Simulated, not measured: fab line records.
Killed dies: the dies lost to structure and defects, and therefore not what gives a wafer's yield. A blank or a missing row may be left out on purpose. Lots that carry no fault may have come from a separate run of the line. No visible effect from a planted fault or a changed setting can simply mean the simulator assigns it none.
Problem report in the 8D (eight disciplines) form, filled by code	flow rit cmos	the parts of the form that need people (team, actions taken, sign-off) are left out

== 1. PROBLEM STATEMENT ==
Mean PLDD_TW at RIT_PLDD_TW_MEAS_10: 2610 over 6 wafers in 2 lots; fault-free wafers: 2337, standard deviation 23. That is +12 standard deviations from the usual mean.
First observed at day 5 13:55: wafer L495.1, on film metro-02. At this step, 42 wafers from 14 lots have a number in the record. Rule for "out", or "out of limits": more than 4 standard deviations from the usual mean. Any other wafer with a number is counted as sound.

== 2. WHAT IT IS; WHAT IT IS NOT ==
question	is	is not
which readings at this step	PLDD_TW	-
which lots	L495, L496	L482, L483, L484, L485, L487, L488, L492, L493, L500, L501, L504, L505
which wafers of those lots	all that have a number	-
read on which gauges	film metro-02, film metro-04	film metro-03
when	from day 5 13:55	up to then (24 sound wafers); but 12 sound wafers of L500, L501, L504, L505 came after

== 3. THE SUSPECTS, EACH WITH WHAT RULES IT OUT ==
Counting: a tool at any process step up to the reading remains a suspect when it ran all the lots that are out and ran no sound lot after the first of those.
- ruled out: the gauge at RIT_PLDD_TW_MEAS_10. The wafers that are out were read on 2 gauges (film metro-02, film metro-04).
- implanter-02 at RIT_PLDD_IMPLANT_08: kept. All lots that are out passed through it, beginning with L495 at day 5 13:35, and no sound lot followed; its final sound lot before that point was L492 at day 4 22:26. On those wafers its own readings are out: dose ions cm2, faraday current uA.
Left after counting: implanter-02 at RIT_PLDD_IMPLANT_08.

== 4. THE CAUSE (what the simulator had put in) ==
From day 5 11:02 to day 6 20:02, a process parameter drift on implanter-02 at RIT_PLDD_IMPLANT_08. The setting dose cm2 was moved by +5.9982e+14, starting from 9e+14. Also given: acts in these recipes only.
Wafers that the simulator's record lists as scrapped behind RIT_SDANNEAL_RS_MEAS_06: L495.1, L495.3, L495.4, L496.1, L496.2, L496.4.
After counting, this tool was the only one left.

== 5. SEQUENCE OF EFFECTS, ordered by route ==
One row per reading whose mean, taken over the struck wafers that have a number, lies over 3 standard deviations from the usual. Only readings for which the record gives a usual standard deviation are gone through. hours: the time from each lot's start at the first step in this table that gives one to its start at this step, as a median over the lots. sigmas: the change in usual standard deviations.
hours	step	reading	usual	on struck wafers	change	sigmas
0	RIT_PLDD_IMPLANT_08	dose ions cm2	8.999e+14	1.499e+15	+5.992e+14	+99 or more
0	RIT_PLDD_IMPLANT_08	faraday current uA	2821	4731	+1910	+37
0	RIT_PLDD_TW_MEAS_10	PLDD_TW	2337	2610	+273	+12
12	RIT_SDANNEAL_RS_MEAS_06	PLDD_RS	178.8 ohm/sq	156.0	-22.8	-52
Its process steps:
- RIT_PLDD_IMPLANT_08

== 6. HOW IT WOULD HAVE BEEN CAUGHT EARLIER ==
Counted from the fault's start at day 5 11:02, it took 3 hours until the first out-of-limits reading at a measuring or inspecting step in this record, taken at day 5 13:55.
At RIT_PLDD_IMPLANT_08, the tool's own readings (dose ions cm2, faraday current uA) were out on each struck wafer the step has a row for, so an alarm limit on them would have fired on the first such wafer.
Among the 2 lots that are out, L496 began RIT_PLDD_IMPLANT_08 on implanter-02 after day 5 13:55. A tool hold placed at that time would have kept it from harm.
